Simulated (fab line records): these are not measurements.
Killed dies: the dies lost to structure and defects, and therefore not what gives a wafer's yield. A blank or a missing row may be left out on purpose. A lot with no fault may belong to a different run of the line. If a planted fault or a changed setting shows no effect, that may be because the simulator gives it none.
fab line records	flow ritCmos
record: lots: 6	wafers: 18	lastDay: 7
route steps=202 shown M1@184
lots that met no fault: taken from a fault-free run of the same line
startH: hours from the record's first day to the start of the lot's first wafer shown	waitH: hours from the lot's prior step to this one	" same as the row above	L1.1+2: a row that stands for several wafers	- no value, or no start was given	* or withheld: withheld	< > ~ a bound
route shown NAME@n: names a module that has steps shown in the file, with the first one's number in the route	usual: the fault-free wafers' mean and standard deviation	same: alike in all rows	chamber/n: place in a boat	sites: per-site readings	_std_site: the standard deviation of these	_edge_site: mean of outer sites minus mean of inner sites	radiusMm: how far each site lies from the wafer's centre	mask NAME#n: copy n	behind: tool/chamber where the wafer was last shaped	hold: reason for holding the lot/hours on hold/outcome of the hold	device: the n, p or np transistor that did not switch	end of line: the route-end tests of the same wafers	where a step has no rows: the recipe by itself	killed: dies lost to structure and defects at the first sort, not the wafer's yield	map: a wafer's dies, x killed, . not, _ none there
set.NAME: the setting the step ran with; set.NAME@STEP: the setting that earlier step ran with	model.NAME: the simulator's own value behind a step, which no gauge read
certain route steps with their lots: each step a table, each wafer a row
services: when a tool's chamber went out of use (startH, in hours from the record's first day, below 0 if earlier), for how many hours, and the reason
== steps ==
step: RIT_M1_SPUTTER_00
recipe: material: Al	targetThkNm: 400	powerW: 2000	chamberPressurePa: 0.4	gas: Ar	timeS: 500	substrateTempC: 25
usual: throttleValvePct: 30.0/0.84
lot.wafer	tool	chamber	startH	waitH	throttleValvePct
L249.2	pvdSputter-01	-	58.68	0.0	29.1
L249.4	"	-	"	"	29.9
L249.5	"	-	"	"	30.1
L250.2	pvdSputter-04	-	62.56	0.0	29.8
L250.4	"	-	"	"	29.2
L250.6	"	-	"	"	31.3
L260.1	pvdSputter-04	-	113.98	0.0	31.2
L260.2	"	-	"	"	29.5
L260.3	"	-	"	"	29.6
L265.2	pvdSputter-01	-	138.84	0.0	29.6
L265.3	"	-	"	"	29.4
L265.6	"	-	"	"	31.4
L267.3	pvdSputter-01	-	147.47	0.0	29.1
L267.5	"	-	"	"	31.4
L267.6	"	-	"	"	29.9
L271.1	pvdSputter-01	-	169.03	0.0	29.2
L271.3	"	-	"	"	31.5
L271.5	"	-	"	"	29.1
step: RIT_M1_RS_MEAS_01
recipe: thkMeasGauge: four-point-probe	reads: Al_of_M1_SPUTTER_00
usual: M1_AL_RS: 0.0739/0.00079
lot.wafer	tool	chamber	startH	waitH	M1_AL_RS[ohm/sq]
L249.2	filmMetro-04	-	58.99	0.2	0.0738
L249.4	"	-	"	"	0.0740
L249.5	"	-	"	"	0.0743
L250.2	filmMetro-03	-	62.87	0.2	0.0742
L250.4	"	-	"	"	0.0737
L250.6	"	-	"	"	0.0735
L260.1	filmMetro-04	-	114.27	0.1	0.0751
L260.2	"	-	"	"	0.0748
L260.3	"	-	"	"	0.0755
L265.2	filmMetro-04	-	139.15	0.2	0.0728
L265.3	"	-	"	"	0.0742
L265.6	"	-	"	"	0.0729
L267.3	filmMetro-01	-	147.80	0.2	0.0742
L267.5	"	-	"	"	0.0737
L267.6	"	-	"	"	0.0738
L271.1	filmMetro-01	-	169.32	0.1	0.0748
L271.3	"	-	"	"	0.0742
L271.5	"	-	"	"	0.0741
step: RIT_M1_THK_MEAS_02
recipe: thkMeasGauge: xrf	reads: Al_of_M1_SPUTTER_00
usual: M1_AL_THK: 401/4.6
lot.wafer	tool	chamber	startH	waitH	M1_AL_THK[nm]
L249.2	filmMetro-04	-	59.10	0.1	400
L249.4	"	-	"	"	403
L249.5	"	-	"	"	402
L250.2	filmMetro-03	-	62.98	0.1	398
L250.4	"	-	"	"	405
L250.6	"	-	"	"	405
L260.1	filmMetro-04	-	114.39	0.1	395
L260.2	"	-	"	"	397
L260.3	"	-	"	"	395
L265.2	filmMetro-04	-	139.26	0.1	409
L265.3	"	-	"	"	403
L265.6	"	-	"	"	409
L267.3	filmMetro-01	-	147.90	0.1	396
L267.5	"	-	"	"	399
L267.6	"	-	"	"	401
L271.1	filmMetro-01	-	169.44	0.1	397
L271.3	"	-	"	"	399
L271.5	"	-	"	"	398
step: RIT_M1_HMDS_03
recipe: primeTimeS: 60	primeTempC: 140
step: RIT_M1_COAT_04
recipe: resist: NOVOLAK	spinRpm: 2000	resistThkNm: 1300
step: RIT_M1_SOFTBAKE_05
recipe: resist: NOVOLAK	tempC: 90	timeS: 60
step: RIT_M1_EXPOSE_06
recipe: maskId: M12	na: 0.6	sourceShape: conventional	sigmaOuter: 0.5	targetCdNm: 2600	doseMj: 250
step: RIT_M1_PEB_07
recipe: resist: NOVOLAK	tempC: withheld	timeS: withheld
step: RIT_M1_DEVELOP_08
recipe: resist: NOVOLAK	developTimeS: 68	devTempC: 23
step: RIT_M1_CD_MEAS_09
recipe: targetCdNm: 2600
usual: cdNm: 2600.4/2.2
lot.wafer	tool	chamber	startH	waitH	cdNm
L249.2	cdSem-02	-	60.05	-	2599.6
L249.4	"	-	"	"	2597.3
L249.5	"	-	"	"	2599.4
L250.2	cdSem-01	-	63.93	-	2597.3
L250.4	"	-	"	"	2597.5
L250.6	"	-	"	"	2598.9
L260.1	cdSem-02	-	115.46	-	2596.8
L260.2	"	-	"	"	2596.5
L260.3	"	-	"	"	2597.0
L265.2	cdSem-02	-	140.34	-	2598.3
L265.3	"	-	"	"	2599.6
L265.6	"	-	"	"	2601.0
L267.3	cdSem-02	-	148.99	-	2602.8
L267.5	"	-	"	"	2603.7
L267.6	"	-	"	"	2601.2
L271.1	cdSem-02	-	170.38	-	2603.3
L271.3	"	-	"	"	2606.9
L271.5	"	-	"	"	2607.3
step: RIT_M1_OVL_MEAS_10
usual: M1_OVL: 0.7/1.5
lot.wafer	tool	chamber	startH	waitH	M1_OVL[nm]
L249.2	overlay-02	-	60.16	0.1	2.1
L249.4	"	-	"	"	2.4
L249.5	"	-	"	"	3.9
L250.2	overlay-01	-	64.04	0.1	-1.4
L250.4	"	-	"	"	-0.1
L250.6	"	-	"	"	1.5
L260.1	overlay-02	-	115.58	0.1	0.6
L260.2	"	-	"	"	0.8
L260.3	"	-	"	"	-1.5
L265.2	overlay-01	-	140.44	0.1	2.6
L265.3	"	-	"	"	1.3
L265.6	"	-	"	"	2.0
L267.3	overlay-02	-	149.08	0.1	0.2
L267.5	"	-	"	"	2.1
L267.6	"	-	"	"	1.0
L271.1	overlay-01	-	170.50	0.1	0.4
L271.3	"	-	"	"	1.5
L271.5	"	-	"	"	0.4
step: RIT_M1_HARDBAKE_11
recipe: resist: NOVOLAK	tempC: 140	timeS: 120
step: RIT_M1_METAL_ETCH_12
recipe: stopOn: SiO2	chemistry: Cl2/BCl3	target: Al	timeS: 165	overEtchFrac: 0.5	pressureMtorr: 100	targetDepthA: 6000	rfW: 250	Cl2_flow_sccm: 60	bcl3FlowSccm: 50
usual: drypumpMotorCurrentA: 5.5/0.49	oesProductAu: 0.777/0.014	throttleValvePct: 8.32/0.11
lot.wafer	tool	chamber	startH	waitH	drypumpMotorCurrentA	oesProductAu	rfHoursCounterH	throttleValvePct	model.NOVOLAK_of_M1_COAT_04.thkNm	model.M1.featureDepthNm	model.SiO2_of_CONTACT_CVD_00.thkNm
L249.2	rieMetal-04	1	60.44	0.2	5.8	0.757	4	8.47	797	431.2	356.4
L249.4	"	0	"	"	4.9	0.794	-	8.41	807.4	429.3	363.6
L249.5	"	1	"	"	5.8	0.757	-	8.46	799.2	429.1	366.9
L250.2	rieMetal-02	1	64.32	0.2	5.5	0.773	32	8.12	811.3	427.8	366.5
L250.4	"	0	"	"	5.9	0.774	-	8.16	807.6	431.7	373.5
L250.6	"	1	"	"	5.5	0.782	-	8.12	818.6	431.4	368.3
L260.1	rieMetal-03	0	115.86	0.2	6.0	0.758	3	8.33	801.7	423.6	358.1
L260.2	"	1	"	"	4.8	0.773	3	8.34	796	425.9	358.6
L260.3	"	1	"	"	4.8	0.778	-	8.33	792.4	423.1	349.2
L265.2	rieMetal-03	1	140.72	0.2	4.9	0.795	3	8.32	560.9	461.6	325.8
L265.3	"	0	"	"	6.0	0.768	-	8.32	578	454.4	327.8
L265.6	"	0	"	"	6.0	0.783	-	8.33	575.3	461.3	335.4
L267.3	rieMetal-03	1	149.41	0.2	4.8	0.786	-	8.34	558.7	454.4	337.5
L267.5	"	1	"	"	4.8	0.796	-	8.33	555.7	457.3	344.7
L267.6	"	0	"	"	6.0	0.782	-	8.31	563.4	456.9	345
L271.1	rieMetal-04	0	170.79	0.2	4.9	0.788	6	8.42	804.3	425.8	364.8
L271.3	"	1	"	"	5.8	0.762	-	8.47	794.2	429.3	356
L271.5	"	0	"	"	4.9	0.788	-	8.41	808.8	429.1	361.2
step: RIT_M1_STRIP_13
recipe: chemistry: nmp	resist: NOVOLAK	tempC: 80	timeS: 600	dry: n2Spin
step: RIT_M1_STRIP_14
recipe: chemistry: O2	timeS: 180	platenTempC: withheld	powerW: 500	pressureMtorr: 4000	o2FlowSccm: 4000
usual: drypumpMotorCurrentA: 5.6/0.4	o2FlowSccm: 4003/13
lot.wafer	tool	chamber	startH	waitH	drypumpMotorCurrentA	o2FlowSccm	rfHoursCounterH
L249.2	plasmaAsher-04	1	60.78	0.0	5.7	3985	44
L249.4	"	0	"	"	5.9	4005	-
L249.5	"	1	"	"	5.7	4015	-
L250.2	plasmaAsher-01	1	64.69	0.0	5.2	4002	19
L250.4	"	0	"	"	5.2	4003	-
L250.6	"	0	"	"	5.2	4020	-
L260.1	plasmaAsher-02	0	116.20	0.0	6.2	4010	51
L260.2	"	1	"	"	5.1	4000	51
L260.3	"	1	"	"	5.1	3978	-
L265.2	plasmaAsher-04	0	141.24	0.0	5.9	3978	2
L265.3	"	1	"	"	5.7	3997	-
L265.6	"	0	"	"	5.9	3999	-
L267.3	plasmaAsher-01	0	149.75	0.1	5.2	4001	-
L267.5	"	0	"	"	5.2	4004	-
L267.6	"	1	"	"	5.2	4019	-
L271.1	plasmaAsher-04	1	171.12	0.0	5.7	4003	5
L271.3	"	1	"	"	5.7	3985	-
L271.5	"	0	"	"	5.9	4019	-
step: RIT_M1_CD_MEAS_90
recipe: targetCdNm: 2600
usual: cdNm: 2599/3.4
lot.wafer	tool	chamber	startH	waitH	cdNm
L249.2	cdSem-01	-	60.97	0.1	2603
L249.4	"	-	"	"	2596
L249.5	"	-	"	"	2599
L250.2	cdSem-01	-	64.89	0.1	2598
L250.4	"	-	"	"	2597
L250.6	"	-	"	"	2600
L260.1	cdSem-01	-	116.38	0.1	2594
L260.2	"	-	"	"	2593
L260.3	"	-	"	"	2594
L265.2	cdSem-01	-	141.43	0.1	2576
L265.3	"	-	"	"	2580
L265.6	"	-	"	"	2580
L267.3	cdSem-01	-	149.91	0.1	2581
L267.5	"	-	"	"	2585
L267.6	"	-	"	"	2584
L271.1	cdSem-01	-	171.30	0.1	2602
L271.3	"	-	"	"	2607
L271.5	"	-	"	"	2606
step: RIT_M1_ANNEAL_15
recipe: tempC: 450	timeS: 1800	ambient: forming_gas_H2N2
step: RIT_M1_PROBE_99
usual: defectLimitedYield: 97.1/1.1	killedAtContacts: 0.1/0.26	killedAtFrontEnd: 7.5/2.8	killedDies: 7.6/2.8	killedOpen: 3.9/2.1	killedShort: 3.7/1.7	sort_bin_3_pad_short: 0.1/0.2	sort_bin_5_function: 1.7/0.85	sort_bin_6_memory: 1.1/0.71	sortNPass: 256.4/2.8	sortYieldPct: 97.1/1.1
same: grossDies: 264	killed_at_M0_to_M3: 0	killed_at_M4_up: 0	killedAtBackSide: 0	killedAtOther: 0
lot.wafer	tool	chamber	startH	waitH	defectLimitedYield[%]	killedAtContacts	killedAtFrontEnd	killedDies	killedOpen	killedShort	sort_bin_3_pad_short[%]	sort_bin_5_function[%]	sort_bin_6_memory[%]	sortNPass	sortYieldPct[%]	model.etest.m1.widthNm	model.etest.antennaM1.gateLog10ACm2	model.etest.antennaM1.vtShiftV
L249.2	prober-02	-	62.74	0.1	97.7	0	6	6	3	3	0	1.9	0.4	258.0	97.7	2598	-6.658	-0.01338
L249.4	prober-02	-	62.84	0.2	97.0	0	8	8	6	2	0.4	1.1	1.5	256.0	97.0	2599	-6.335	-0.004511
L249.5	prober-02	-	62.89	0.2	97.3	0	7	7	5	2	0	1.1	1.5	257.0	97.3	2600	-6.694	-0.01401
L250.2	prober-01	-	66.66	0.1	94.7	0	14	14	8	6	0	2.7	2.7	250.0	94.7	2600	-6.105	-0.01434
L250.4	prober-01	-	66.76	0.2	98.5	0	4	4	1	3	0	0.8	0.8	260.0	98.5	2598	-6.349	-0.01117
L250.6	prober-01	-	66.86	0.2	96.2	0	10	10	6	4	0	2.3	1.5	254.0	96.2	2598	-6.163	-0.01344
L260.1	prober-01	-	118.51	0.1	98.1	0	5	5	4	1	0	0.8	1.1	259.0	98.1	2591	-6.86	-0.01238
L260.2	prober-01	-	118.56	0.1	97.7	0	6	6	2	4	0	0.4	1.9	258.0	97.7	2593	-6.439	-0.0121
L260.3	prober-01	-	118.61	0.2	95.8	0	11	11	3	7	0.4	1.9	1.9	253.0	95.8	2598	-6.043	-0.01405
L265.2	prober-02	-	143.20	0.1	95.1	0	13	13	5	8	0	3.8	1.1	251.0	95.1	2576	-5.626	-0.03135
L265.3	prober-02	-	143.25	0.2	97.3	0	7	7	3	4	0	1.1	1.5	257.0	97.3	2585	-5.926	-0.03156
L265.6	prober-02	-	143.40	0.2	96.6	0	9	9	3	6	0	1.9	1.5	255.0	96.6	2584	-6.245	-0.03045
L267.3	prober-02	-	151.71	0.2	97.7	0	6	6	4	2	0	1.9	0.4	258.0	97.7	2572	-5.603	-0.03286
L267.5	prober-02	-	151.81	0.2	96.2	0	10	10	8	2	0	0.4	3.4	254.0	96.2	2585	-5.722	-0.03268
L267.6	prober-02	-	151.86	0.2	96.6	0	9	9	3	6	0.4	0.8	2.3	255.0	96.6	2585	-5.961	-0.03594
L271.1	prober-02	-	173.53	0.1	97.0	0	8	8	5	3	0	2.3	0.8	256.0	97.0	2605	-6.736	-0.01226
L271.3	prober-02	-	173.63	0.2	97.3	0	7	7	3	4	0.4	0.8	1.5	257.0	97.3	2600	-6.681	-0.01703
L271.5	prober-02	-	173.73	0.2	95.5	1	11	12	7	5	0.4	2.3	1.9	252.0	95.5	2612	-6.373	-0.01437
killed by level:class
L249.2 GATE:geometricParticle:short=2 FOX1:geometricParticle:open=1 FOX1:geometricParticle:short=1 FOX2:geometricParticle:open=1 GATE:geometricParticle:open=1
L249.4 GATE:geometricParticle:open=3 FOX1:geometricParticle:short=2 FOX2:geometricParticle:open=2 REOX:geometricParticle:open=1
L249.5 GATE:geometricParticle:open=3 FOX1:geometricParticle:short=1 REOX:geometricParticle:short=1 SPACER:geometricParticle:open=1 SILICIDE:geometricParticle:open=1
L250.2 SILICIDE:geometricParticle:open=3 FOX1:geometricParticle:open=2 FOX1:geometricParticle:short=2 GATE:geometricParticle:short=2 REOX:geometricParticle:open=2 REOX:geometricParticle:short=2 SPACER:geometricParticle:open=1
L250.4 FOX1:geometricParticle:open=1 FOX2:geometricParticle:short=1 REOX:geometricParticle:short=1 SILICIDE:geometricParticle:short=1
L250.6 FOX1:geometricParticle:short=3 FOX1:geometricParticle:open=2 SILICIDE:geometricParticle:open=2 FOX2:geometricParticle:short=1 FOX2:geometricParticle:open=1 REOX:geometricParticle:open=1
L260.1 GATE:geometricParticle:open=2 SPACER:geometricParticle:open=2 FOX1:geometricParticle:short=1
L260.2 GATE:geometricParticle:short=2 SPACER:geometricParticle:short=2 GATE:geometricParticle:open=1 SPACER:geometricParticle:open=1
L260.3 REOX:geometricParticle:short=4 SILICIDE:geometricParticle:short=2 FOX1:geometricParticle:open=1 GATE:geometricParticle:short=1 SPACER:geometricParticle:open=1 SILICIDE:geometricParticle:open=1 NSD:coatMicrobubblePrinted=1
L265.2 GATE:geometricParticle:short=3 FOX1:geometricParticle:short=2 FOX1:geometricParticle:open=2 GATE:geometricParticle:open=2 FOX2:geometricParticle:short=1 REOX:geometricParticle:short=1 REOX:geometricParticle:open=1 SPACER:geometricParticle:short=1
L265.3 SILICIDE:geometricParticle:short=2 FOX1:geometricParticle:short=1 FOX2:geometricParticle:open=1 GATE:geometricParticle:short=1 SPACER:geometricParticle:open=1 SILICIDE:geometricParticle:open=1
L265.6 SILICIDE:geometricParticle:short=3 FOX1:geometricParticle:short=2 FOX1:geometricParticle:open=1 FOX2:geometricParticle:open=1 GATE:geometricParticle:short=1 SILICIDE:geometricParticle:open=1
L267.3 GATE:geometricParticle:open=2 FOX1:geometricParticle:short=1 FOX1:geometricParticle:open=1 GATE:geometricParticle:short=1 SPACER:geometricParticle:open=1
L267.5 FOX1:geometricParticle:open=3 GATE:geometricParticle:open=2 SPACER:geometricParticle:open=2 FOX2:geometricParticle:short=1 FOX2:geometricParticle:open=1 GATE:geometricParticle:short=1
L267.6 GATE:geometricParticle:short=2 SPACER:geometricParticle:short=2 FOX1:geometricParticle:short=1 FOX1:geometricParticle:open=1 GATE:geometricParticle:open=1 SPACER:geometricParticle:open=1 SILICIDE:geometricParticle:short=1
L271.1 GATE:geometricParticle:open=4 FOX2:geometricParticle:short=1 GATE:geometricParticle:short=1 SILICIDE:geometricParticle:open=1 SILICIDE:geometricParticle:short=1
L271.3 GATE:geometricParticle:open=3 GATE:geometricParticle:short=2 SILICIDE:geometricParticle:short=2
L271.5 SPACER:geometricParticle:open=3 GATE:geometricParticle:open=2 GATE:geometricParticle:short=2 FOX1:geometricParticle:short=1 REOX:geometricParticle:short=1 REOX:geometricParticle:open=1 SPACER:geometricParticle:short=1 CONTACT:geometricParticle:open=1
== services ==
tool	chamber	startH	hours	kind
rieMetal-02	-	41.78	2.8	pm
rieMetal-03	-	49.80	1.3	repair
rieMetal-04	1	91.86	7.7	repair
plasmaAsher-04	-	108.75	9.0	pm
plasmaAsher-04	0	108.75	9.0	ventCycle
plasmaAsher-04	1	108.75	9.0	ventCycle
plasmaAsher-04	0	117.75	-	clean
plasmaAsher-04	1	117.75	-	clean
pvdSputter-04	-	121.91	1.1	repair
rieMetal-02	-	136.12	20.0	pm
rieMetal-02	0	136.12	20.0	ventCycle
rieMetal-02	1	136.12	20.0	ventCycle
plasmaAsher-01	-	137.26	4.1	repair
rieMetal-02	0	156.12	-	clean
rieMetal-02	1	156.12	-	clean
== key ==
firstSign: step: RIT_M1_CD_MEAS_90	reading: cdNm	direction: down	sigmas: 5.4	usual: 2599	struck: 2581
effect none on later readings
modelEffect: step: RIT_M1_METAL_ETCH_12	value: NOVOLAK_of_M1_COAT_04.thkNm	without: 803.5	struck: 565.3
modelEffect: step: RIT_M1_PROBE_99	value: etest.m1.widthNm	without: 2599	struck: 2581
metAt RIT_M1_METAL_ETCH_12
struckWafers L265.2,L265.3,L265.6,L267.3,L267.5,L267.6
onsetBetween 115.86 140.72
fault: kind: processParameterDrift	tool: rieMetal-03	chamber: -	onsetH: 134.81	steps: RIT_M1_METAL_ETCH_12	channel: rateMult	offset: 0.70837	shape: step	endH: 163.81
